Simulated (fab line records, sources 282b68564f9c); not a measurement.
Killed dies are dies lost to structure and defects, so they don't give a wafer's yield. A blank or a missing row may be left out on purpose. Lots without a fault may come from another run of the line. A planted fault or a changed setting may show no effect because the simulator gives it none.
Problem report in the 8D (eight disciplines) form, filled by code | flow rit_cmos | the parts of the form that need people (team, actions taken, sign-off) are left out

1. THE PROBLEM
killed_at_front_end at RIT_M1_PROBE_99 reads a mean of 34 on 3 wafers of 2 lots; wafers without a fault read 8 with a standard deviation of 3.1. That is +8.3 standard deviations from the usual mean.
First seen on wafer L155.3, day 6 16:29, on prober-01. The record holds 18 wafers of 6 lots with a number at this step. Rule for "out", or "out of limits": more than 4 standard deviations from the usual mean. The other wafers with a number count as sound.

2. WHAT IT IS AND WHAT IT IS NOT
question                    | is                               | is not
which readings at this step | killed_at_front_end, killed_dies | killed_at_contacts, killed_open, killed_short
which lots                  | L155, L157                       | L141, L147, L149, L151
which wafers of those lots  | L155.3, L155.5, L157.1           | L155.6, L157.3, L157.6
read on which tools         | prober-01                        | -
when                        | from day 6 16:29                 | up to then (12 sound wafers); but 3 sound wafers of L155, L157 came after

3. SUSPECTS, AND WHAT RULES EACH OUT
Counting: a tool at a process step up to the reading stays a suspect if it ran every lot that is out. Sound lots after the first of them don't rule it out here, since some wafers of a struck lot are sound.
- rie_diel-02 at RIT_ACTIVE_ETCH_13 (etches Si3N4 in SF6, stops on SiO2, time 210 s, target depth 210 nm): kept. It ran every lot that is out, first L155 (day 4 19:22); its last sound lot up to then is L151 (day 3 23:15).
- prober-01 at RIT_M1_PROBE_99: kept. It ran every lot that is out, first L155 (day 6 16:29); its last sound lot up to then is L151 (day 5 21:40). Its own readings are out on those wafers: killed_at_front_end, killed_dies.
- Within rie_diel-02 at RIT_ACTIVE_ETCH_13: the wafers that are out ran in chamber 0; their sound lot-mates ran in chambers 1, 3.
Left after counting: rie_diel-02 at RIT_ACTIVE_ETCH_13, prober-01 at RIT_M1_PROBE_99.

4. THE CAUSE (what the simulator had put in)
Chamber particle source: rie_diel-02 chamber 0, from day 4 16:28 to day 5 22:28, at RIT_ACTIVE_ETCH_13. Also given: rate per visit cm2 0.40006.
Counting left 2 suspects, and this tool is among them.

5. THE CHAIN OF EFFECTS, in route order
Each row: a reading whose mean over the struck wafers that have a number lies more than 3 standard deviations from the usual. Only readings for which the record gives a usual standard deviation are gone through. hours: the time from each lot's start at the first step in this table that gives one to its start at this step, as a median over the lots. sigmas: the change in usual standard deviations.
hours | step            | reading             | usual | on struck wafers | change | sigmas
0     | RIT_M1_PROBE_99 | killed_at_front_end | 8     | 34               | +26    | +8.3
0     | RIT_M1_PROBE_99 | killed_dies         | 8     | 34               | +26    | +8.1
The process steps in it:
- RIT_M1_PROBE_99

6. WHAT WOULD HAVE CAUGHT IT SOONER
In this record the first reading out of limits was taken at day 6 16:29, 48 hours after the fault began at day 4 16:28.
Of the tool readings at RIT_ACTIVE_ETCH_13 for which the record gives a usual standard deviation, none was out on any struck wafer, so an alarm limit of 4 standard deviations on them would not have fired.
All the lots that are out (2) had begun RIT_ACTIVE_ETCH_13 on rie_diel-02 by day 6 16:29. A hold on the tool at that time would have spared none of them.
